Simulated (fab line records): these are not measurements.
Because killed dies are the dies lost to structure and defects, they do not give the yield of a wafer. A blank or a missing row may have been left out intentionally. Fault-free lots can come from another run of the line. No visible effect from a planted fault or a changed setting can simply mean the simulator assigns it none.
Split-lot trial || flow rit cmos || on a route of 202 steps: 5 lots, 23 wafers read

== ON THE SPLIT ==
At RIT_M1_SPUTTER_00 (material Al, target thk 400 nm, time 500 s), the setting time s was moved away from the recipe's 500 s on 8 of the 23 wafers read, by -10.3% to +13.1%. This setting was run at the recipe's value on the other wafers.

== THE PATH FROM SPLIT TO READING: the file shows 1 step between them ==
- RIT_M1_RS_MEAS_01: measures by four-point-probe

== THE READING ==
M1_AL_THK, in nm, at RIT_M1_THK_MEAS_02 (measures by xrf). Typical for fault-free wafers on this fab line: 399 nm, with standard deviation 4.2 nm.

{"wafer": "L077.1", "tool, chamber at the split": "pvd sputter-04, -", "time s as run, s": 500, "against the recipe": "recipe", "M1_AL_THK, nm": 398, "against lot-mates on the recipe": "-"}
{"wafer": "L077.2", "tool, chamber at the split": "pvd sputter-04, -", "time s as run, s": 500, "against the recipe": "recipe", "M1_AL_THK, nm": 402, "against lot-mates on the recipe": "-"}
{"wafer": "L077.3", "tool, chamber at the split": "pvd sputter-04, -", "time s as run, s": 500, "against the recipe": "recipe", "M1_AL_THK, nm": 401, "against lot-mates on the recipe": "-"}
{"wafer": "L077.5", "tool, chamber at the split": "pvd sputter-04, -", "time s as run, s": 448.4, "against the recipe": "-10.3%", "M1_AL_THK, nm": 361, "against lot-mates on the recipe": -39}
{"wafer": "L077.6", "tool, chamber at the split": "pvd sputter-04, -", "time s as run, s": 448.4, "against the recipe": "-10.3%", "M1_AL_THK, nm": 355, "against lot-mates on the recipe": -45}
{"wafer": "L079.1", "tool, chamber at the split": "pvd sputter-04, -", "time s as run, s": 500, "against the recipe": "recipe", "M1_AL_THK, nm": 395, "against lot-mates on the recipe": "-"}
{"wafer": "L079.3", "tool, chamber at the split": "pvd sputter-04, -", "time s as run, s": 500, "against the recipe": "recipe", "M1_AL_THK, nm": 404, "against lot-mates on the recipe": "-"}
{"wafer": "L079.4", "tool, chamber at the split": "pvd sputter-04, -", "time s as run, s": 500, "against the recipe": "recipe", "M1_AL_THK, nm": 400, "against lot-mates on the recipe": "-"}
{"wafer": "L081.1", "tool, chamber at the split": "pvd sputter-01, -", "time s as run, s": 565.5, "against the recipe": "+13.1%", "M1_AL_THK, nm": 455, "against lot-mates on the recipe": "+54"}
{"wafer": "L081.2", "tool, chamber at the split": "pvd sputter-01, -", "time s as run, s": 500, "against the recipe": "recipe", "M1_AL_THK, nm": 397, "against lot-mates on the recipe": "-"}
{"wafer": "L081.3", "tool, chamber at the split": "pvd sputter-01, -", "time s as run, s": 565.5, "against the recipe": "+13.1%", "M1_AL_THK, nm": 444, "against lot-mates on the recipe": "+44"}
{"wafer": "L081.5", "tool, chamber at the split": "pvd sputter-01, -", "time s as run, s": 500, "against the recipe": "recipe", "M1_AL_THK, nm": 404, "against lot-mates on the recipe": "-"}
{"wafer": "L081.6", "tool, chamber at the split": "pvd sputter-01, -", "time s as run, s": 565.5, "against the recipe": "+13.1%", "M1_AL_THK, nm": 449, "against lot-mates on the recipe": "+48"}
{"wafer": "L082.1", "tool, chamber at the split": "pvd sputter-03, -", "time s as run, s": 500, "against the recipe": "recipe", "M1_AL_THK, nm": 409, "against lot-mates on the recipe": "-"}
{"wafer": "L082.2", "tool, chamber at the split": "pvd sputter-03, -", "time s as run, s": 500, "against the recipe": "recipe", "M1_AL_THK, nm": 398, "against lot-mates on the recipe": "-"}
{"wafer": "L082.3", "tool, chamber at the split": "pvd sputter-03, -", "time s as run, s": 500, "against the recipe": "recipe", "M1_AL_THK, nm": 402, "against lot-mates on the recipe": "-"}
{"wafer": "L082.4", "tool, chamber at the split": "pvd sputter-03, -", "time s as run, s": 500, "against the recipe": "recipe", "M1_AL_THK, nm": 403, "against lot-mates on the recipe": "-"}
{"wafer": "L082.5", "tool, chamber at the split": "pvd sputter-03, -", "time s as run, s": 500, "against the recipe": "recipe", "M1_AL_THK, nm": 397, "against lot-mates on the recipe": "-"}
{"wafer": "L085.1", "tool, chamber at the split": "pvd sputter-04, -", "time s as run, s": 555.4, "against the recipe": "+11.1%", "M1_AL_THK, nm": 433, "against lot-mates on the recipe": "+41"}
{"wafer": "L085.2", "tool, chamber at the split": "pvd sputter-04, -", "time s as run, s": 555.4, "against the recipe": "+11.1%", "M1_AL_THK, nm": 441, "against lot-mates on the recipe": "+49"}
{"wafer": "L085.3", "tool, chamber at the split": "pvd sputter-04, -", "time s as run, s": 555.4, "against the recipe": "+11.1%", "M1_AL_THK, nm": 438, "against lot-mates on the recipe": "+46"}
{"wafer": "L085.4", "tool, chamber at the split": "pvd sputter-04, -", "time s as run, s": 500, "against the recipe": "recipe", "M1_AL_THK, nm": 389, "against lot-mates on the recipe": "-"}
{"wafer": "L085.6", "tool, chamber at the split": "pvd sputter-04, -", "time s as run, s": 500, "against the recipe": "recipe", "M1_AL_THK, nm": 395, "against lot-mates on the recipe": "-"}

THE FIT
A straight line over all 23 wafers: M1_AL_THK changes by +3.74 nm for each +1% of time s; r = +0.98; the points scatter about the line by 4.8 nm.
The same after taking each lot's own level away (the mean of its wafers on the recipe; 23 wafers): +3.94 nm for each +1%; r = +0.99; scatter 4 nm.
According to that fit, moving time s by its largest amount changes the reading by 52 nm.
From 392.0 to 401.8 nm: that is the span of the lots' own levels, equal to 2.3 times the standard deviation above.
So the lot-to-lot level changes the slope little: the two slopes agree.
Check: for one of the wafers moved furthest among these (+13.1%), held out of the fit, the line's prediction against its lot-mates is +50.7 nm. Against them it came out at +54.5 nm.

== ADDITIONAL SPLITS CARRIED BY THESE WAFERS ==
Other splits were also applied to these wafers ahead of the reading. Each is held against what the fit with the lots' levels taken away leaves over:
{"other split on the same wafers": "RIT_SPACER_CVD_03 time s", "wafers away from the commonest value": 15, "r with M1_AL_THK (lot level and that fit taken away)": "+0.19"}
{"other split on the same wafers": "RIT_NSD_HARDBAKE_07 temp c", "wafers away from the commonest value": 8, "r with M1_AL_THK (lot level and that fit taken away)": "+0.15"}
{"other split on the same wafers": "RIT_NSD_IMPLANT_08 dose cm2", "wafers away from the commonest value": 7, "r with M1_AL_THK (lot level and that fit taken away)": "+0.11"}
{"other split on the same wafers": "RIT_SDANNEAL_CLEAN_01 time s", "wafers away from the commonest value": 18, "r with M1_AL_THK (lot level and that fit taken away)": -0.05}
{"other split on the same wafers": "RIT_SILICIDE_SPUTTER_01 time s", "wafers away from the commonest value": 8, "r with M1_AL_THK (lot level and that fit taken away)": "+0.02"}
{"other split on the same wafers": "RIT_CONTACT_DEVELOP_07 develop time s", "wafers away from the commonest value": 7, "r with M1_AL_THK (lot level and that fit taken away)": "+0.30"}

== THE WHOLE CHAIN: every reading that the file lists as answering this split, in the file's order ==
{"step": "RIT_M1_SPUTTER_00", "what it does": "material Al, target thk 400 nm, time 500 s", "reading": "Al_of_M1_SPUTTER_00.thk nm (the simulator's own value, which no gauge read)", "change (the file's fit)": "+3.95 nm for each +1% of the setting", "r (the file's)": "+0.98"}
{"step": "RIT_M1_RS_MEAS_01", "what it does": "measures by four-point-probe", "reading": "M1_AL_RS", "change (the file's fit)": "-0.000706 for each +1% of the setting", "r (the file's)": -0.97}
{"step": "RIT_M1_THK_MEAS_02", "what it does": "measures by xrf", "reading": "M1_AL_THK", "change (the file's fit)": "+3.95 for each +1% of the setting", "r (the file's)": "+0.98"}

== THE FILE'S OWN FIT ==
M1_AL_THK changes by +3.95 nm for each +1% of time s, r = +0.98.
